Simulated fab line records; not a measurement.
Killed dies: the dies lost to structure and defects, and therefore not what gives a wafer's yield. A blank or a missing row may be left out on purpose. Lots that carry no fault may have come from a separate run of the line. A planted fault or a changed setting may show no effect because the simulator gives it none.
2 desks looking at one fault	flow berkeley-cmos170	only its own numbers are on each desk; what lay behind them is given at the end

== DESK OF THE TOOL OWNER: lpcvd-02 ==
The tool's own readings at UCB170_PWELL_CVD_05 (deposits Si3N4 from SiH2Cl2/NH3, target thk 220 nm, time 3300 s): means of the sampled wafers that have a number, for each lot that ran on this tool. If a lot's mean is further than 4 standard deviations from the usual mean, the lot is out of limits and carries the mark OUT (the distance appears in the brackets).
Columns: A = spike-tc-load-C at UCB170_PWELL_CVD_05, usual 821.6 C; B = susceptor-temp-C at UCB170_PWELL_CVD_05, usual 799.9 C
lot	first seen here	A	B
L829	day 3 06:29	822.2	800.1
L831	day 3 16:05	820.6	799.5
L832	day 3 16:05	822.5	800.0
L833	day 3 23:22	820.6	800.2
L835	day 4 14:04	820.5	800.1
L845	day 6 18:37	821.4	800.1
L846	day 6 18:37	822.6	800.1
L847	day 7 03:29	822.0	799.9
L848	day 7 12:50	821.3	799.6
L849	day 7 12:50	820.8	800.0
This desk's verdict: no lot among the 10 shows anything out of limits.

== METROLOGY DESK ==
What the gauges read, lot by lot, whatever tool the lot ran on: means of the sampled wafers that have a number. If a lot's mean is further than 4 standard deviations from the usual mean, the lot is out of limits and carries the mark OUT (the distance appears in the brackets).
Columns: A = PWELL_NITRIDE_THK at UCB170_PWELL_THK_MEAS_06, usual 221.0 nm; B = PWELL_OVL at UCB170_PWELL_OVL_MEAS_13, usual 1 nm; C = cd-nm at UCB170_ACTIVE_CD_MEAS_13, usual 1199.5 nm
lot	first seen here	A	B	C
L827	day 3 07:10	217.2	3	1198.9
L828	day 3 07:12	220.2	-4	1198.8
L829	day 3 09:21	222.1	-1	1197.5
L830	day 3 14:13	219.5	4	1198.6
L831	day 3 18:01	223.5	-2	1199.3
L832	day 3 18:01	223.0	8	1200.3
L833	day 4 01:17	118.5 (-47) OUT	-	-
L835	day 4 15:59	115.1 (-48) OUT	-	-
L845	day 6 20:32	223.6	2	1201.3
L846	day 6 20:34	223.1	-5	1199.5
L847	day 7 05:25	220.2	-2	1198.9
L848	day 7 14:46	223.9	-7	1201.2
L849	day 7 14:46	219.0	4	1199.7
L850	day 7 20:36	220.2	-1	1198.7
Finding of this desk: L833, L835 out of limits, first seen on L833 at day 4 01:17 (PWELL_NITRIDE_THK at UCB170_PWELL_THK_MEAS_06). Within limits: L827, L828, L829, L830, L831, L832, L845, L846, L847, L848, L849, L850.

== ALL TOGETHER ==
L833, L835 would have let the metrology desk raise an alarm at day 4 01:17.
The tool owner's desk saw nothing out of limits.
On record at the tool owner's desk: L833, L835, within its limits.
UCB170_PWELL_CVD_05 was run on lpcvd-02 by each of the lots named.

== WHAT HAD BEEN PUT IN BY THE SIMULATOR ==
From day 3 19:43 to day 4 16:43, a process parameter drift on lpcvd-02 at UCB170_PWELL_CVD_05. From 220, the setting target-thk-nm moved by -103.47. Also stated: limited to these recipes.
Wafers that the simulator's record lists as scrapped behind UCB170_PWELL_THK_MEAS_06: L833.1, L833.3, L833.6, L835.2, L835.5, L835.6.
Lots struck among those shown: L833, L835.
Per desk, hours elapsed from the start of the fault to the first reading out of limits: for the metrology desk, 6.
